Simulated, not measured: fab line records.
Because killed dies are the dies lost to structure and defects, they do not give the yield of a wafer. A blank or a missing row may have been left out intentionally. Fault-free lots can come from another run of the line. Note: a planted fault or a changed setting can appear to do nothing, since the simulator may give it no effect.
Split-lot trial | flow berkeley_cmos170 | 23 wafers read across 5 lots, on a route 331 steps long

## ABOUT THE SPLIT
At UCB170_PWELL_COAT_08 (resist thk 900 nm), the setting spin_rpm was moved away from the recipe's 1500 rpm on 10 of the 23 wafers read, by -5.4% to +1.9%. The other wafers ran this setting at the recipe's value.

The reading comes from the split's own step.

## THE READING
KrF_of_PWELL_COAT_08.thk_nm (the simulator's own value, which no gauge read), in nm, at UCB170_PWELL_COAT_08 (resist thk 900 nm). No usual value for it is given in the file. The 13 wafers here that ran the recipe average 900.2 nm, standard deviation 2.1 nm.

wafer  | tool, chamber at the split | spin_rpm as run, rpm | against the recipe | KrF_of_PWELL_COAT_08.thk_nm, nm | against lot-mates on the recipe
L074.1 | litho_track-04, 0          | 1419                 | -5.4%              | 923.8                           | +25.5
L074.2 | litho_track-04, 0          | 1500                 | recipe             | 898.6                           | -
L074.3 | litho_track-04, 0          | 1419                 | -5.4%              | 923.5                           | +25.2
L074.5 | litho_track-04, 0          | 1419                 | -5.4%              | 924.6                           | +26.3
L074.6 | litho_track-04, 0          | 1500                 | recipe             | 898                             | -
L077.3 | litho_track-04, 0          | 1500                 | recipe             | 900.2                           | -
L077.4 | litho_track-04, 0          | 1500                 | recipe             | 900.2                           | -
L077.6 | litho_track-04, 0          | 1500                 | recipe             | 901.4                           | -
L078.1 | litho_track-02, 0          | 1421                 | -5.3%              | 928.1                           | +25.8
L078.2 | litho_track-02, 0          | 1421                 | -5.3%              | 927.4                           | +25.1
L078.3 | litho_track-02, 0          | 1500                 | recipe             | 902.6                           | -
L078.4 | litho_track-02, 0          | 1500                 | recipe             | 902.4                           | -
L078.5 | litho_track-02, 0          | 1500                 | recipe             | 901.9                           | -
L080.1 | litho_track-01, 0          | 1528                 | +1.9%              | 896.2                           | -4.9
L080.2 | litho_track-01, 0          | 1500                 | recipe             | 898.4                           | -
L080.4 | litho_track-01, 0          | 1528                 | +1.9%              | 893.1                           | -8.0
L080.5 | litho_track-01, 0          | 1500                 | recipe             | 903.8                           | -
L080.6 | litho_track-01, 0          | 1500                 | recipe             | 901.2                           | -
L085.1 | litho_track-02, 0          | 1500                 | recipe             | 898                             | -
L085.2 | litho_track-02, 0          | 1427                 | -4.9%              | 921.7                           | +24.6
L085.3 | litho_track-02, 0          | 1500                 | recipe             | 896.3                           | -
L085.4 | litho_track-02, 0          | 1427                 | -4.9%              | 922.3                           | +25.1
L085.6 | litho_track-02, 0          | 1427                 | -4.9%              | 920.5                           | +23.4

FIT RESULTS
A straight line over all 23 wafers: KrF_of_PWELL_COAT_08.thk_nm changes by -4.47 nm for each +1% of spin_rpm; r = -0.98; the points scatter about the line by 2.3 nm.
The same after taking each lot's own level away (the mean of its wafers on the recipe; 23 wafers): -4.74 nm for each +1%; r = -0.99; scatter 1.3 nm.
On that fit, the largest move of spin_rpm shifts the reading by 26 nm.
The span of the lots' own levels, 897.15 to 902.30 nm, comes to 2.4 times the standard deviation stated above.
So the lot-to-lot level changes the slope little: the two slopes agree.
Check: +26.1 nm against its lot-mates is what the line predicts for one of the wafers moved furthest among these (-5.4%) when that wafer is left out of the fit. It came out at +25.5 nm against them.

## FURTHER SPLITS ON THESE WAFERS
Note: prior to the reading, these wafers also went through further splits. Each is held against what the fit with the lots' levels taken away leaves over:
other split on the same wafers     | wafers away from the commonest value | r with KrF_of_PWELL_COAT_08.thk_nm (lot level and that fit taken away)
UCB170_ZERO_STRIP_07 o2_flow_sccm  | 12                                   | +0.06
UCB170_NWELL_IMPLANT_14 energy_kev | 9                                    | +0.39

## THE WHOLE CHAIN: every reading that the file lists as answering this split, in the file's order
step                  | what it does      | reading                                                                      | change (the file's fit)              | r (the file's)
UCB170_PWELL_COAT_08  | resist thk 900 nm | KrF_of_PWELL_COAT_08.thk_nm (the simulator's own value, which no gauge read) | -4.79 nm for each +1% of the setting | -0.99
UCB170_PWELL_STRIP_16 | strips in O2      | strip_time_to_endpoint_s                                                     | withheld for each +1% of the setting | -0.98

## THE FILE'S OWN FIT
KrF_of_PWELL_COAT_08.thk_nm changes by -4.79 nm for each +1% of spin_rpm, r = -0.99.
